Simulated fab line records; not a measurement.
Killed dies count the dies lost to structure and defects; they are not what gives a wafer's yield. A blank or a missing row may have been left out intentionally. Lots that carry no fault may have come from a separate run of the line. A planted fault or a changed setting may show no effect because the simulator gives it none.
The same fault as seen by 2 desks | flow rit_cmos | numbers are kept per desk, each desk with only its own; the story behind them comes last

== AT THE TOOL OWNER'S DESK: implanter-04 ==
RIT_PSD_IMPLANT_08, tool's own readings: per-lot mean of the sampled wafers with a number, covering each lot this tool ran. Any lot whose mean is over 4 standard deviations away from the usual mean is out of limits and marked OUT; that distance is given in the brackets.
Columns: A = beam_energy_keV at RIT_PSD_IMPLANT_08, usual 27.000
lot  | first seen here | A
L764 | day 3 04:24     | 26.993
L765 | day 3 07:14     | 27.001
L773 | day 5 02:53     | 27.009
L775 | day 5 12:58     | 36.452 (+99 or more) OUT
L776 | day 5 19:23     | 36.446 (+99 or more) OUT
Finding of this desk: L775, L776 out of limits; the first was L775 at day 5 12:58, on beam_energy_keV at RIT_PSD_IMPLANT_08. In limits: L764, L765, L773.

== AT THE METROLOGY DESK ==
Lot by lot, what the gauges showed, no matter which tool ran the lot: averages of those sampled wafers that carry a number. Any lot whose mean is over 4 standard deviations away from the usual mean is out of limits and marked OUT; that distance is given in the brackets.
Columns: A = PSD_TW at RIT_PSD_TW_MEAS_10, usual 3437; B = PSD_RS at RIT_SDANNEAL_RS_MEAS_04, usual 116.1 ohm/sq
lot  | first seen here | A               | B
L764 | day 3 04:43     | 3425            | 116.1
L765 | day 3 07:34     | 3449            | 116.2
L766 | day 3 12:23     | 3457            | 115.6
L767 | day 3 20:14     | 3450            | 116.0
L768 | day 3 22:43     | 3419            | 116.1
L769 | day 4 09:25     | 3434            | 116.2
L770 | day 4 11:08     | 3426            | 115.7
L773 | day 5 03:11     | 3455            | 116.5
L775 | day 5 13:18     | 3730 (+12) OUT  | 98.5 (-59) OUT
L776 | day 5 19:42     | 3676 (+9.9) OUT | 99.2 (-56) OUT
L780 | day 6 09:43     | 3401            | 115.9
L782 | day 6 21:34     | 3448            | 116.1
L783 | day 7 05:20     | 3410            | 116.1
L786 | day 7 17:32     | 3415            | 115.9
This desk reports L775, L776 out of limits; the earliest was L775 at day 5 13:18 (PSD_TW at RIT_PSD_TW_MEAS_10). In limits: L764, L765, L766, L767, L768, L769, L770, L773, L780, L782, L783, L786.

== PUT TOGETHER ==
On L775, L776, at day 5 12:58, an alarm was possible from the tool owner's desk.
On L775, L776, the metrology desk was in a position to raise an alarm at day 5 13:18.
Every lot named ran RIT_PSD_IMPLANT_08 on implanter-04.

== WHAT THE SIMULATOR HAD PUT IN ==
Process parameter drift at RIT_PSD_IMPLANT_08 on implanter-04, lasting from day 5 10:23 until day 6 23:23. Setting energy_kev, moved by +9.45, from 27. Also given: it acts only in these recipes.
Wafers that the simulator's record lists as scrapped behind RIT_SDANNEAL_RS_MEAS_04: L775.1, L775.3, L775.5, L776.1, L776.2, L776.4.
Lots struck among those shown: L775, L776.
Time in hours from fault onset to the first out-of-limits reading at each desk: tool owner's desk 3, metrology desk 3.
